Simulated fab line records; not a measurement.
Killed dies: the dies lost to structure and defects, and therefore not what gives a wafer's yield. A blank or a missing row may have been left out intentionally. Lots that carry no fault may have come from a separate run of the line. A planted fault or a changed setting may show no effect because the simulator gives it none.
fab line records :: flow rit-cmos
record
  lots=14
  wafers=42
  last-day=7
route steps=202 shown ACTIVE@4 M1@202
lots with no fault: from the same line, run without faults
start-h: hours from the record's opening day to when the first of the lot's shown wafers began :: wait-h: time in hours since the lot's previous step :: " unchanged from the row above :: L1.1+2: one row covering several wafers at once :: - value missing, or start not given :: * or withheld: withheld :: < > ~ a bound
route shown NAME@n: names a module that has steps shown in the file, with the first one's number in the route :: usual: mean and standard deviation over wafers with no fault :: same: alike in all rows :: chamber/n: place in a boat :: sites: the reading at each site :: _std_site: the values' standard deviation :: _edge_site: the outer-site mean with the inner-site mean subtracted :: radius-mm: how far each site lies from the wafer's centre :: mask NAME#n: copy n :: behind: tool/chamber where the wafer was last shaped :: hold: why the lot was held/for how many hours/how that ended :: device: whichever transistor did not switch (one of n, p or np) :: end of line: the route-end tests of the same wafers :: a step without rows: its recipe alone :: killed: dies that structure and defects cost at the first sort, which is not the same as the wafer's yield :: map: dies across one wafer; x = killed, . = not, _ = none there
set.NAME: setting as actually run; set.NAME@STEP: the setting as run at that earlier step :: model.NAME: the simulator's own value behind a step, which no gauge read
route steps across a sampled set of lots; one table per step, one row per wafer
services: the hour from which a tool's chamber was out of use, counted from the record's first day as start-h (under 0 if before that day), plus the number of hours and why
## steps
# step RIT_ACTIVE_CVD_03
# recipe
  material=Si3N4
  target-thk-nm=150
  temp-c=810
  precursor=SiH2Cl2/NH3
  time-s=1500
  pressure-mtorr=300
  sih2cl2-flow-sccm=60
  nh3-flow-sccm=150
# usual
  zone-power-source-pct=20.0/1
lot.wafer: L461.1
tool: lpcvd-01
chamber: 1
start-h: 19.79
wait-h: 1.5
zone-power-source-pct: 18.7

lot.wafer: L461.2
tool: lpcvd-01
chamber: 1
start-h: 19.79
wait-h: 1.5
zone-power-source-pct: 18.7

lot.wafer: L461.3
tool: lpcvd-01
chamber: 1
start-h: 19.79
wait-h: 1.5
zone-power-source-pct: 18.8

lot.wafer: L462.3
tool: lpcvd-01
chamber: 1
start-h: 24.02
wait-h: 0.0
zone-power-source-pct: 18.7

lot.wafer: L462.5
tool: lpcvd-01
chamber: 1
start-h: 24.02
wait-h: 0.0
zone-power-source-pct: 18.5

lot.wafer: L462.6
tool: lpcvd-01
chamber: 1
start-h: 24.02
wait-h: 0.0
zone-power-source-pct: 18.9

lot.wafer: L464.2
tool: lpcvd-02
chamber: 0
start-h: 34.21
wait-h: 0.0
zone-power-source-pct: 21.5

lot.wafer: L464.3
tool: lpcvd-02
chamber: 0
start-h: 34.21
wait-h: 0.0
zone-power-source-pct: 21.6

lot.wafer: L464.6
tool: lpcvd-02
chamber: 0
start-h: 34.21
wait-h: 0.0
zone-power-source-pct: 21.5

lot.wafer: L466.1
tool: lpcvd-01
chamber: 1
start-h: 43.14
wait-h: 0.1
zone-power-source-pct: 18.6

lot.wafer: L466.3
tool: lpcvd-01
chamber: 1
start-h: 43.14
wait-h: 0.1
zone-power-source-pct: 18.7

lot.wafer: L466.5
tool: lpcvd-01
chamber: 1
start-h: 43.14
wait-h: 0.1
zone-power-source-pct: 18.5

lot.wafer: L467.3
tool: lpcvd-01
chamber: 0
start-h: 47.11
wait-h: 0.0
zone-power-source-pct: 20.3

lot.wafer: L467.4
tool: lpcvd-01
chamber: 0
start-h: 47.11
wait-h: 0.0
zone-power-source-pct: 20.1

lot.wafer: L467.6
tool: lpcvd-01
chamber: 0
start-h: 47.11
wait-h: 0.0
zone-power-source-pct: 20.2

lot.wafer: L468.1
tool: lpcvd-01
chamber: 0
start-h: 52.32
wait-h: 0.1
zone-power-source-pct: 20.0

lot.wafer: L468.3
tool: lpcvd-01
chamber: 0
start-h: 52.32
wait-h: 0.1
zone-power-source-pct: 19.9

lot.wafer: L468.5
tool: lpcvd-01
chamber: 0
start-h: 52.32
wait-h: 0.1
zone-power-source-pct: 20.2

lot.wafer: L468.1
tool: lpcvd-01
chamber: 0
start-h: 53.90
wait-h: 0.2
zone-power-source-pct: 20.1

lot.wafer: L468.3
tool: lpcvd-01
chamber: 0
start-h: 53.90
wait-h: 0.2
zone-power-source-pct: 20.2

lot.wafer: L468.5
tool: lpcvd-01
chamber: 0
start-h: 53.90
wait-h: 0.2
zone-power-source-pct: 20.1

lot.wafer: L469.1
tool: lpcvd-02
chamber: 0
start-h: 59.53
wait-h: 0.1
zone-power-source-pct: 21.4

lot.wafer: L469.4
tool: lpcvd-02
chamber: 0
start-h: 59.53
wait-h: 0.1
zone-power-source-pct: 21.5

lot.wafer: L469.6
tool: lpcvd-02
chamber: 0
start-h: 59.53
wait-h: 0.1
zone-power-source-pct: 21.1

lot.wafer: L470.2
tool: lpcvd-02
chamber: 1
start-h: 62.99
wait-h: 0.3
zone-power-source-pct: 19.8

lot.wafer: L470.3
tool: lpcvd-02
chamber: 1
start-h: 62.99
wait-h: 0.3
zone-power-source-pct: 19.9

lot.wafer: L470.4
tool: lpcvd-02
chamber: 1
start-h: 62.99
wait-h: 0.3
zone-power-source-pct: 19.8

lot.wafer: L473.2
tool: lpcvd-01
chamber: 0
start-h: 78.93
wait-h: 0.9
zone-power-source-pct: 20.4

lot.wafer: L473.3
tool: lpcvd-01
chamber: 0
start-h: 78.93
wait-h: 0.9
zone-power-source-pct: 19.9

lot.wafer: L473.6
tool: lpcvd-01
chamber: 0
start-h: 78.93
wait-h: 0.9
zone-power-source-pct: 20.0

lot.wafer: L475.3
tool: lpcvd-01
chamber: 0
start-h: 88.96
wait-h: 0.0
zone-power-source-pct: 20.5

lot.wafer: L475.4
tool: lpcvd-01
chamber: 0
start-h: 88.96
wait-h: 0.0
zone-power-source-pct: 19.8

lot.wafer: L475.6
tool: lpcvd-01
chamber: 0
start-h: 88.96
wait-h: 0.0
zone-power-source-pct: 20.3

lot.wafer: L478.1
tool: lpcvd-02
chamber: 1
start-h: 102.18
wait-h: 0.1
zone-power-source-pct: 19.8

lot.wafer: L478.2
tool: lpcvd-02
chamber: 1
start-h: 102.18
wait-h: 0.1
zone-power-source-pct: 19.7

lot.wafer: L478.6
tool: lpcvd-02
chamber: 1
start-h: 102.18
wait-h: 0.1
zone-power-source-pct: 19.8

lot.wafer: L478.1
tool: lpcvd-01
chamber: 1
start-h: 104.29
wait-h: 0.7
zone-power-source-pct: 18.7

lot.wafer: L478.2
tool: lpcvd-01
chamber: 1
start-h: 104.29
wait-h: 0.7
zone-power-source-pct: 18.8

lot.wafer: L478.6
tool: lpcvd-01
chamber: 1
start-h: 104.29
wait-h: 0.7
zone-power-source-pct: 18.5

lot.wafer: L480.2
tool: lpcvd-02
chamber: 1
start-h: 112.67
wait-h: 0.0
zone-power-source-pct: 19.9

lot.wafer: L480.4
tool: lpcvd-02
chamber: 1
start-h: 112.67
wait-h: 0.0
zone-power-source-pct: 19.6

lot.wafer: L480.6
tool: lpcvd-02
chamber: 1
start-h: 112.67
wait-h: 0.0
zone-power-source-pct: 19.7

lot.wafer: L481.3
tool: lpcvd-01
chamber: 0
start-h: 118.13
wait-h: 0.0
zone-power-source-pct: 20.3

lot.wafer: L481.4
tool: lpcvd-01
chamber: 0
start-h: 118.13
wait-h: 0.0
zone-power-source-pct: 20.2

lot.wafer: L481.5
tool: lpcvd-01
chamber: 0
start-h: 118.13
wait-h: 0.0
zone-power-source-pct: 19.9

lot.wafer: L482.1
tool: lpcvd-01
chamber: 1
start-h: 122.11
wait-h: 0.1
zone-power-source-pct: 18.9

lot.wafer: L482.4
tool: lpcvd-01
chamber: 1
start-h: 122.11
wait-h: 0.1
zone-power-source-pct: 18.9

lot.wafer: L482.6
tool: lpcvd-01
chamber: 1
start-h: 122.11
wait-h: 0.1
zone-power-source-pct: 18.5
# step RIT_ACTIVE_THK_MEAS_04
# recipe
  reads=Si3N4_of_ACTIVE_CVD_03
# usual
  ACTIVE_NITRIDE_THK=150.2/1.7
lot.wafer: L461.1
tool: film-metro-03
chamber: -
start-h: 21.21
wait-h: 0.0
ACTIVE_NITRIDE_THK[nm]: 151.0

lot.wafer: L461.2
tool: film-metro-03
chamber: -
start-h: 21.21
wait-h: 0.0
ACTIVE_NITRIDE_THK[nm]: 151.2

lot.wafer: L461.3
tool: film-metro-03
chamber: -
start-h: 21.21
wait-h: 0.0
ACTIVE_NITRIDE_THK[nm]: 150.3

lot.wafer: L462.3
tool: film-metro-01
chamber: -
start-h: 25.46
wait-h: 0.0
ACTIVE_NITRIDE_THK[nm]: 153.4

lot.wafer: L462.5
tool: film-metro-01
chamber: -
start-h: 25.46
wait-h: 0.0
ACTIVE_NITRIDE_THK[nm]: 151.8

lot.wafer: L462.6
tool: film-metro-01
chamber: -
start-h: 25.46
wait-h: 0.0
ACTIVE_NITRIDE_THK[nm]: 152.9

lot.wafer: L464.2
tool: film-metro-03
chamber: -
start-h: 35.64
wait-h: 0.0
ACTIVE_NITRIDE_THK[nm]: 151.2

lot.wafer: L464.3
tool: film-metro-03
chamber: -
start-h: 35.64
wait-h: 0.0
ACTIVE_NITRIDE_THK[nm]: 151.6

lot.wafer: L464.6
tool: film-metro-03
chamber: -
start-h: 35.64
wait-h: 0.0
ACTIVE_NITRIDE_THK[nm]: 150.5

lot.wafer: L466.1
tool: film-metro-01
chamber: -
start-h: 44.56
wait-h: 0.0
ACTIVE_NITRIDE_THK[nm]: 149.2

lot.wafer: L466.3
tool: film-metro-01
chamber: -
start-h: 44.56
wait-h: 0.0
ACTIVE_NITRIDE_THK[nm]: 149.5

lot.wafer: L466.5
tool: film-metro-01
chamber: -
start-h: 44.56
wait-h: 0.0
ACTIVE_NITRIDE_THK[nm]: 150.0

lot.wafer: L467.3
tool: film-metro-04
chamber: -
start-h: 48.55
wait-h: 0.0
ACTIVE_NITRIDE_THK[nm]: 152.1

lot.wafer: L467.4
tool: film-metro-04
chamber: -
start-h: 48.55
wait-h: 0.0
ACTIVE_NITRIDE_THK[nm]: 152.7

lot.wafer: L467.6
tool: film-metro-04
chamber: -
start-h: 48.55
wait-h: 0.0
ACTIVE_NITRIDE_THK[nm]: 151.8

lot.wafer: L468.1
tool: film-metro-04
chamber: -
start-h: 55.32
wait-h: 0.0
ACTIVE_NITRIDE_THK[nm]: 299.4

lot.wafer: L468.3
tool: film-metro-04
chamber: -
start-h: 55.32
wait-h: 0.0
ACTIVE_NITRIDE_THK[nm]: 298.1

lot.wafer: L468.5
tool: film-metro-04
chamber: -
start-h: 55.32
wait-h: 0.0
ACTIVE_NITRIDE_THK[nm]: 297.6

lot.wafer: L469.1
tool: film-metro-04
chamber: -
start-h: 60.95
wait-h: 0.0
ACTIVE_NITRIDE_THK[nm]: 147.2

lot.wafer: L469.4
tool: film-metro-04
chamber: -
start-h: 60.95
wait-h: 0.0
ACTIVE_NITRIDE_THK[nm]: 147.5

lot.wafer: L469.6
tool: film-metro-04
chamber: -
start-h: 60.95
wait-h: 0.0
ACTIVE_NITRIDE_THK[nm]: 147.5

lot.wafer: L470.2
tool: film-metro-03
chamber: -
start-h: 64.42
wait-h: 0.0
ACTIVE_NITRIDE_THK[nm]: 147.7

lot.wafer: L470.3
tool: film-metro-03
chamber: -
start-h: 64.42
wait-h: 0.0
ACTIVE_NITRIDE_THK[nm]: 150.2

lot.wafer: L470.4
tool: film-metro-03
chamber: -
start-h: 64.42
wait-h: 0.0
ACTIVE_NITRIDE_THK[nm]: 149.3

lot.wafer: L473.2
tool: film-metro-03
chamber: -
start-h: 80.36
wait-h: 0.0
ACTIVE_NITRIDE_THK[nm]: 150.9

lot.wafer: L473.3
tool: film-metro-03
chamber: -
start-h: 80.36
wait-h: 0.0
ACTIVE_NITRIDE_THK[nm]: 151.1

lot.wafer: L473.6
tool: film-metro-03
chamber: -
start-h: 80.36
wait-h: 0.0
ACTIVE_NITRIDE_THK[nm]: 151.3

lot.wafer: L475.3
tool: film-metro-04
chamber: -
start-h: 90.40
wait-h: 0.0
ACTIVE_NITRIDE_THK[nm]: 149.9

lot.wafer: L475.4
tool: film-metro-04
chamber: -
start-h: 90.40
wait-h: 0.0
ACTIVE_NITRIDE_THK[nm]: 149.3

lot.wafer: L475.6
tool: film-metro-04
chamber: -
start-h: 90.40
wait-h: 0.0
ACTIVE_NITRIDE_THK[nm]: 148.1

lot.wafer: L478.1
tool: film-metro-01
chamber: -
start-h: 105.71
wait-h: 0.0
ACTIVE_NITRIDE_THK[nm]: 298.6

lot.wafer: L478.2
tool: film-metro-01
chamber: -
start-h: 105.71
wait-h: 0.0
ACTIVE_NITRIDE_THK[nm]: 300.0

lot.wafer: L478.6
tool: film-metro-01
chamber: -
start-h: 105.71
wait-h: 0.0
ACTIVE_NITRIDE_THK[nm]: 299.9

lot.wafer: L480.2
tool: film-metro-01
chamber: -
start-h: 114.10
wait-h: 0.0
ACTIVE_NITRIDE_THK[nm]: 152.1

lot.wafer: L480.4
tool: film-metro-01
chamber: -
start-h: 114.10
wait-h: 0.0
ACTIVE_NITRIDE_THK[nm]: 151.1

lot.wafer: L480.6
tool: film-metro-01
chamber: -
start-h: 114.10
wait-h: 0.0
ACTIVE_NITRIDE_THK[nm]: 151.4

lot.wafer: L481.3
tool: film-metro-03
chamber: -
start-h: 120.27
wait-h: 0.0
ACTIVE_NITRIDE_THK[nm]: 153.1

lot.wafer: L481.4
tool: film-metro-03
chamber: -
start-h: 120.27
wait-h: 0.0
ACTIVE_NITRIDE_THK[nm]: 152.2

lot.wafer: L481.5
tool: film-metro-03
chamber: -
start-h: 120.27
wait-h: 0.0
ACTIVE_NITRIDE_THK[nm]: 152.0

lot.wafer: L482.1
tool: film-metro-03
chamber: -
start-h: 123.53
wait-h: 0.0
ACTIVE_NITRIDE_THK[nm]: 150.6

lot.wafer: L482.4
tool: film-metro-03
chamber: -
start-h: 123.53
wait-h: 0.0
ACTIVE_NITRIDE_THK[nm]: 150.4

lot.wafer: L482.6
tool: film-metro-03
chamber: -
start-h: 123.53
wait-h: 0.0
ACTIVE_NITRIDE_THK[nm]: 150.7
# step RIT_ACTIVE_ETCH_13
# recipe
  stop-on=SiO2
  chemistry=SF6
  target=Si3N4
  time-s=210
  over-etch-frac=0.4
  SF6_flow_sccm=200
  pressure-mtorr=260
  rf-w=125
  target-depth-a=2100
# usual
  drypump-motor-current-A=5.9/0.43
  oes-product-au=0.822/0.011
  throttle-valve-pct=7.50/0.11
# same
  over-etch-frac=0.4
lot.wafer: L461.1
tool: rie-diel-03
chamber: 1
start-h: 22.51
wait-h: 0.1
drypump-motor-current-A: 5.5
oes-product-au: 0.828
rf-hours-counter-h: 16
throttle-valve-pct: 7.45

lot.wafer: L461.2
tool: rie-diel-03
chamber: 0
start-h: 22.51
wait-h: 0.1
drypump-motor-current-A: 6.2
oes-product-au: 0.819
rf-hours-counter-h: 131
throttle-valve-pct: 7.65

lot.wafer: L461.3
tool: rie-diel-03
chamber: 2
start-h: 22.51
wait-h: 0.1
drypump-motor-current-A: 6.0
oes-product-au: 0.826
rf-hours-counter-h: 56
throttle-valve-pct: 7.38

lot.wafer: L462.3
tool: rie-diel-01
chamber: 2
start-h: 26.62
wait-h: 0.1
drypump-motor-current-A: 6.2
oes-product-au: 0.845
rf-hours-counter-h: 75
throttle-valve-pct: 7.38

lot.wafer: L462.5
tool: rie-diel-01
chamber: 3
start-h: 26.62
wait-h: 0.1
drypump-motor-current-A: 6.7
oes-product-au: 0.823
rf-hours-counter-h: -
throttle-valve-pct: 7.66

lot.wafer: L462.6
tool: rie-diel-01
chamber: 0
start-h: 26.62
wait-h: 0.1
drypump-motor-current-A: 6.4
oes-product-au: 0.834
rf-hours-counter-h: -
throttle-valve-pct: 7.42

lot.wafer: L464.2
tool: rie-diel-01
chamber: 0
start-h: 36.93
wait-h: 0.1
drypump-motor-current-A: 6.3
oes-product-au: 0.829
rf-hours-counter-h: 155
throttle-valve-pct: 7.41

lot.wafer: L464.3
tool: rie-diel-01
chamber: 1
start-h: 36.93
wait-h: 0.1
drypump-motor-current-A: 6.1
oes-product-au: 0.846
rf-hours-counter-h: 19
throttle-valve-pct: 7.30

lot.wafer: L464.6
tool: rie-diel-01
chamber: 2
start-h: 36.93
wait-h: 0.1
drypump-motor-current-A: 6.2
oes-product-au: 0.820
rf-hours-counter-h: -
throttle-valve-pct: 7.39

lot.wafer: L466.1
tool: rie-diel-04
chamber: 1
start-h: 46.04
wait-h: 0.1
drypump-motor-current-A: 5.6
oes-product-au: 0.807
rf-hours-counter-h: 6
throttle-valve-pct: 7.59

lot.wafer: L466.3
tool: rie-diel-04
chamber: 3
start-h: 46.04
wait-h: 0.1
drypump-motor-current-A: 5.4
oes-product-au: 0.829
rf-hours-counter-h: 17
throttle-valve-pct: 7.62

lot.wafer: L466.5
tool: rie-diel-04
chamber: 2
start-h: 46.04
wait-h: 0.1
drypump-motor-current-A: 5.5
oes-product-au: 0.825
rf-hours-counter-h: -
throttle-valve-pct: 7.43

lot.wafer: L467.3
tool: rie-diel-03
chamber: 3
start-h: 49.71
wait-h: 0.1
drypump-motor-current-A: 5.4
oes-product-au: 0.814
rf-hours-counter-h: 39
throttle-valve-pct: 7.55

lot.wafer: L467.4
tool: rie-diel-03
chamber: 1
start-h: 49.71
wait-h: 0.1
drypump-motor-current-A: 5.5
oes-product-au: 0.833
rf-hours-counter-h: 17
throttle-valve-pct: 7.43

lot.wafer: L467.6
tool: rie-diel-03
chamber: 1
start-h: 49.71
wait-h: 0.1
drypump-motor-current-A: 5.5
oes-product-au: 0.834
rf-hours-counter-h: -
throttle-valve-pct: 7.44

lot.wafer: L468.1
tool: rie-diel-01
chamber: 1
start-h: 56.83
wait-h: 0.1
drypump-motor-current-A: 6.2
oes-product-au: 0.998
rf-hours-counter-h: 19
throttle-valve-pct: 7.29

lot.wafer: L468.3
tool: rie-diel-01
chamber: 2
start-h: 56.83
wait-h: 0.1
drypump-motor-current-A: 6.2
oes-product-au: 0.980
rf-hours-counter-h: 75
throttle-valve-pct: 7.40

lot.wafer: L468.5
tool: rie-diel-01
chamber: 3
start-h: 56.83
wait-h: 0.1
drypump-motor-current-A: 6.7
oes-product-au: 0.997
rf-hours-counter-h: -
throttle-valve-pct: 7.67

lot.wafer: L469.1
tool: rie-diel-04
chamber: 2
start-h: 62.13
wait-h: 0.1
drypump-motor-current-A: 5.5
oes-product-au: 0.826
rf-hours-counter-h: 49
throttle-valve-pct: 7.43

lot.wafer: L469.4
tool: rie-diel-04
chamber: 1
start-h: 62.13
wait-h: 0.1
drypump-motor-current-A: 5.6
oes-product-au: 0.794
rf-hours-counter-h: 6
throttle-valve-pct: 7.57

lot.wafer: L469.6
tool: rie-diel-04
chamber: 2
start-h: 62.13
wait-h: 0.1
drypump-motor-current-A: 5.6
oes-product-au: 0.818
rf-hours-counter-h: -
throttle-valve-pct: 7.43

lot.wafer: L470.2
tool: rie-diel-03
chamber: 3
start-h: 65.75
wait-h: 0.1
drypump-motor-current-A: 5.4
oes-product-au: 0.812
rf-hours-counter-h: 40
throttle-valve-pct: 7.54

lot.wafer: L470.3
tool: rie-diel-03
chamber: 2
start-h: 65.75
wait-h: 0.1
drypump-motor-current-A: 6.0
oes-product-au: 0.832
rf-hours-counter-h: 57
throttle-valve-pct: 7.39

lot.wafer: L470.4
tool: rie-diel-03
chamber: 0
start-h: 65.75
wait-h: 0.1
drypump-motor-current-A: 6.2
oes-product-au: 0.810
rf-hours-counter-h: 132
throttle-valve-pct: 7.65

lot.wafer: L473.2
tool: rie-diel-04
chamber: 0
start-h: 81.53
wait-h: 0.1
drypump-motor-current-A: 6.4
oes-product-au: 0.825
rf-hours-counter-h: 6
throttle-valve-pct: 7.50

lot.wafer: L473.3
tool: rie-diel-04
chamber: 3
start-h: 81.53
wait-h: 0.1
drypump-motor-current-A: 5.4
oes-product-au: 0.821
rf-hours-counter-h: 17
throttle-valve-pct: 7.64

lot.wafer: L473.6
tool: rie-diel-04
chamber: 2
start-h: 81.53
wait-h: 0.1
drypump-motor-current-A: 5.6
oes-product-au: 0.827
rf-hours-counter-h: -
throttle-valve-pct: 7.44

lot.wafer: L475.3
tool: rie-diel-01
chamber: 0
start-h: 91.56
wait-h: 0.1
drypump-motor-current-A: 6.4
oes-product-au: 0.830
rf-hours-counter-h: 157
throttle-valve-pct: 7.42

lot.wafer: L475.4
tool: rie-diel-01
chamber: 2
start-h: 91.56
wait-h: 0.1
drypump-motor-current-A: 6.2
oes-product-au: 0.828
rf-hours-counter-h: -
throttle-valve-pct: 7.39

lot.wafer: L475.6
tool: rie-diel-01
chamber: 0
start-h: 91.56
wait-h: 0.1
drypump-motor-current-A: 6.3
oes-product-au: 0.820
rf-hours-counter-h: -
throttle-valve-pct: 7.42

lot.wafer: L478.1
tool: rie-diel-01
chamber: 1
start-h: 107.27
wait-h: 0.1
drypump-motor-current-A: 6.2
oes-product-au: 1.016
rf-hours-counter-h: 20
throttle-valve-pct: 7.31

lot.wafer: L478.2
tool: rie-diel-01
chamber: 2
start-h: 107.27
wait-h: 0.1
drypump-motor-current-A: 6.2
oes-product-au: 0.989
rf-hours-counter-h: 77
throttle-valve-pct: 7.40

lot.wafer: L478.6
tool: rie-diel-01
chamber: 0
start-h: 107.27
wait-h: 0.1
drypump-motor-current-A: 6.3
oes-product-au: 0.976
rf-hours-counter-h: -
throttle-valve-pct: 7.42

lot.wafer: L480.2
tool: rie-diel-01
chamber: 1
start-h: 115.27
wait-h: 0.1
drypump-motor-current-A: 6.1
oes-product-au: 0.848
rf-hours-counter-h: 20
throttle-valve-pct: 7.30

lot.wafer: L480.4
tool: rie-diel-01
chamber: 0
start-h: 115.27
wait-h: 0.1
drypump-motor-current-A: 6.4
oes-product-au: 0.833
rf-hours-counter-h: 157
throttle-valve-pct: 7.42

lot.wafer: L480.6
tool: rie-diel-01
chamber: 3
start-h: 115.27
wait-h: 0.1
drypump-motor-current-A: 6.7
oes-product-au: 0.827
rf-hours-counter-h: -
throttle-valve-pct: 7.65

lot.wafer: L481.3
tool: rie-diel-03
chamber: 3
start-h: 121.43
wait-h: 0.1
drypump-motor-current-A: 5.4
oes-product-au: 0.825
rf-hours-counter-h: 41
throttle-valve-pct: 7.55

lot.wafer: L481.4
tool: rie-diel-03
chamber: 1
start-h: 121.43
wait-h: 0.1
drypump-motor-current-A: 5.5
oes-product-au: 0.842
rf-hours-counter-h: 18
throttle-valve-pct: 7.44

lot.wafer: L481.5
tool: rie-diel-03
chamber: 0
start-h: 121.43
wait-h: 0.1
drypump-motor-current-A: 6.2
oes-product-au: 0.811
rf-hours-counter-h: -
throttle-valve-pct: 7.64

lot.wafer: L482.1
tool: rie-diel-04
chamber: 1
start-h: 124.74
wait-h: 0.1
drypump-motor-current-A: 5.6
oes-product-au: 0.810
rf-hours-counter-h: 8
throttle-valve-pct: 7.60

lot.wafer: L482.4
tool: rie-diel-04
chamber: 0
start-h: 124.74
wait-h: 0.1
drypump-motor-current-A: 6.4
oes-product-au: 0.826
rf-hours-counter-h: 7
throttle-valve-pct: 7.50

lot.wafer: L482.6
tool: rie-diel-04
chamber: 3
start-h: 124.74
wait-h: 0.1
drypump-motor-current-A: 5.4
oes-product-au: 0.832
rf-hours-counter-h: -
throttle-valve-pct: 7.62
# step RIT_M1_PROBE_99
# usual
  killed-at-contacts=0.0/0.18
  killed-at-front-end=7/3
  killed-dies=7/3
  killed-on-rim=2/1.4
  killed-open=3.6/1.9
  killed-short=3.2/1.8
# same
  gross-dies=264
  killed_at_M0_to_M3=0
  killed_at_M4_up=0
  killed-at-back-side=0
  killed-at-other=0
lot.wafer: L468.1
tool: prober-02
chamber: -
start-h: 103.58
wait-h: 0.1
killed-at-contacts: 0
killed-at-front-end: 264
killed-dies: 264
killed-on-rim: 70
killed-open: 2
killed-short: 0

lot.wafer: L468.3
tool: prober-02
chamber: -
start-h: 103.68
wait-h: 0.2
killed-at-contacts: 0
killed-at-front-end: 264
killed-dies: 264
killed-on-rim: 70
killed-open: 4
killed-short: 4

lot.wafer: L468.5
tool: prober-02
chamber: -
start-h: 103.78
wait-h: 0.2
killed-at-contacts: 0
killed-at-front-end: 264
killed-dies: 264
killed-on-rim: 70
killed-open: 2
killed-short: 3

lot.wafer: L478.1
tool: prober-02
chamber: -
start-h: 153.21
wait-h: 0.1
killed-at-contacts: 0
killed-at-front-end: 264
killed-dies: 264
killed-on-rim: 70
killed-open: 1
killed-short: 2

lot.wafer: L478.2
tool: prober-02
chamber: -
start-h: 153.26
wait-h: 0.1
killed-at-contacts: 0
killed-at-front-end: 264
killed-dies: 264
killed-on-rim: 70
killed-open: 4
killed-short: 3

lot.wafer: L478.6
tool: prober-02
chamber: -
start-h: 153.46
wait-h: 0.2
killed-at-contacts: 0
killed-at-front-end: 264
killed-dies: 264
killed-on-rim: 70
killed-open: 2
killed-short: 4
# killed by level:class
L468.1 ACTIVE:area-etch=262 GATE:geometric-particle:open=1 SILICIDE:geometric-particle:open=1
L468.3 ACTIVE:area-etch=256 GATE:geometric-particle:open=2 SILICIDE:geometric-particle:short=2 FOX1:geometric-particle:short=1 REOX:geometric-particle:open=1 REOX:geometric-particle:short=1 SILICIDE:geometric-particle:open=1
L468.5 ACTIVE:area-etch=259 FOX1:geometric-particle:open=1 FOX1:geometric-particle:short=1 GATE:geometric-particle:short=1 SPACER:geometric-particle:open=1 SILICIDE:geometric-particle:short=1
L478.1 ACTIVE:area-etch=261 FOX1:geometric-particle:short=1 GATE:geometric-particle:short=1 REOX:geometric-particle:open=1
L478.2 ACTIVE:area-etch=257 FOX1:geometric-particle:short=2 SILICIDE:geometric-particle:open=2 FOX1:geometric-particle:open=1 GATE:geometric-particle:short=1 REOX:geometric-particle:open=1
L478.6 ACTIVE:area-etch=258 GATE:geometric-particle:open=2 GATE:geometric-particle:short=2 SILICIDE:geometric-particle:short=2
## services
tool: rie-diel-01
chamber: -
start-h: 24.98
hours: 0.3
kind: repair

tool: lpcvd-02
chamber: -
start-h: 37.67
hours: 1.7
kind: repair

tool: rie-diel-04
chamber: 0
start-h: 53.80
hours: 4.5
kind: repair

tool: rie-diel-01
chamber: 3
start-h: 78.66
hours: -
kind: clean

tool: rie-diel-01
chamber: 3
start-h: 78.66
hours: 17.7
kind: scheduled-down

tool: rie-diel-01
chamber: 3
start-h: 78.66
hours: 17.7
kind: vent-cycle

tool: rie-diel-03
chamber: 2
start-h: 107.46
hours: 4.1
kind: repair

tool: rie-diel-01
chamber: 0
start-h: 116.49
hours: 5.1
kind: repair

tool: rie-diel-01
chamber: 0
start-h: 121.58
hours: -
kind: clean

tool: rie-diel-01
chamber: 0
start-h: 121.58
hours: 17.5
kind: scheduled-down

tool: rie-diel-01
chamber: 0
start-h: 121.58
hours: 17.5
kind: vent-cycle
## key
first-sign
  step=RIT_ACTIVE_CVD_03
  reading=visit
  direction=added
effect
  step=RIT_ACTIVE_THK_MEAS_04
  reading=ACTIVE_NITRIDE_THK
  direction=up
  sigmas=90
  usual=150.2
  struck=299.0
effect
  step=RIT_ACTIVE_ETCH_13
  reading=oes-product-au
  direction=up
  sigmas=15
  usual=0.822
  struck=0.993
effect
  step=RIT_M1_PROBE_99
  reading=killed-at-front-end
  direction=up
  sigmas=85
  usual=7
  struck=264
more-kills-born-at
  RIT_ACTIVE_ETCH_13@rie-diel-01=1553
met-at RIT_ACTIVE_CVD_03
struck-lots L468,L478
later-rows-left-out L468.1,L468.3,L468.5,L478.1,L478.2,L478.6
tester-left-out L468,L478
fault
  kind=repeated-step-whole
  tool=lpcvd-01,lpcvd-02
  chamber=-
  onset-h=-
  steps=RIT_ACTIVE_CVD_03
  times=1
  scope=struck-lots-only
# tester-left-out: of these lots the tester's yield and bins aren't shown, on N5 and GAA mostly nor the transistor test; their killed dies are dies lost to structure and defects alone, not to doping, threshold or leakage, so they don't give the yield
# later-rows-left-out: the simulator's readings of these wafers behind a module that went badly wrong aren't trusted and aren't shown, but for the sort
